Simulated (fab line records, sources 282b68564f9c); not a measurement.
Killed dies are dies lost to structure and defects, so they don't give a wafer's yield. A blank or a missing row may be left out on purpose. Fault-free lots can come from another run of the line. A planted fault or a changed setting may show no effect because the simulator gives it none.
Which tool was responsible? || flow rit_cmos || Sampling: 7 lots, 21 wafers, 2 of 202 route steps

## WHAT THE GAUGES READ, wafer by wafer
RIT_PRETRO_TW_MEAS_10.
{"lot": "L364", "measured": "day 3 04:14", "on": "film_metro-04", "PRETRO_TW": "470 472 467"}
{"lot": "L367", "measured": "day 3 19:49", "on": "film_metro-04", "PRETRO_TW": "472 473 471"}
{"lot": "L370", "measured": "day 4 12:07", "on": "film_metro-04", "PRETRO_TW": "469 466 466"}
{"lot": "L372", "measured": "day 5 00:20", "on": "film_metro-04", "PRETRO_TW": "467 465 464"}
{"lot": "L375", "measured": "day 5 12:08", "on": "film_metro-04", "PRETRO_TW": "540 537 539"}
{"lot": "L381", "measured": "day 6 16:17", "on": "film_metro-03", "PRETRO_TW": "477 478 477"}
{"lot": "L383", "measured": "day 7 02:37", "on": "film_metro-03", "PRETRO_TW": "471 473 472"}

## EACH LOT AND THE TOOL THAT RAN IT (in order: tool; ch and the chambers of the sampled wafers; start)
{"lot": "L364", "RIT_PRETRO_IMPLANT_08": "implanter-03 ch 0, day 3 03:55"}
{"lot": "L367", "RIT_PRETRO_IMPLANT_08": "implanter-01 ch 0, day 3 19:30"}
{"lot": "L370", "RIT_PRETRO_IMPLANT_08": "implanter-03 ch 0, day 4 11:48"}
{"lot": "L372", "RIT_PRETRO_IMPLANT_08": "implanter-03 ch 0, day 5 00:01"}
{"lot": "L375", "RIT_PRETRO_IMPLANT_08": "implanter-03 ch 0, day 5 11:48"}
{"lot": "L381", "RIT_PRETRO_IMPLANT_08": "implanter-04 ch 0, day 6 15:59"}
{"lot": "L383", "RIT_PRETRO_IMPLANT_08": "implanter-04 ch 0, day 7 02:17"}
- RIT_PRETRO_IMPLANT_08

## THE ANSWER, worked out from the rows above alone
Rule: usual is defined by the lots themselves. Put in order of their means at a reading, lots are off if they are a third of the lots or fewer, leave a main group of 4 or more, and stand apart from it by a gap of 3 or more times the standard deviation of the main group's means; of several such gaps the widest counts. If all means in a main group match to the digits the tables above print for the reading, that group is not used. A lot without any number at a reading at which 4 lots or more have one is off too. Any other lot the step has rows for is counted as sound.
Off: at RIT_PRETRO_TW_MEAS_10 (PRETRO_TW), L375. Mean 471 and standard deviation 3.9 in the main group.
A tool fits if, at a process step before that reading, it ran every lot that is off, and no sound lot after the first of them. Those tools and the gauges at RIT_PRETRO_TW_MEAS_10 are tried in the same way. This does not decide it: 2 tools fit, namely implanter-03 at RIT_PRETRO_IMPLANT_08 and film_metro-04 at RIT_PRETRO_TW_MEAS_10.

## WHAT WAS PUT IN BY THE SIMULATOR
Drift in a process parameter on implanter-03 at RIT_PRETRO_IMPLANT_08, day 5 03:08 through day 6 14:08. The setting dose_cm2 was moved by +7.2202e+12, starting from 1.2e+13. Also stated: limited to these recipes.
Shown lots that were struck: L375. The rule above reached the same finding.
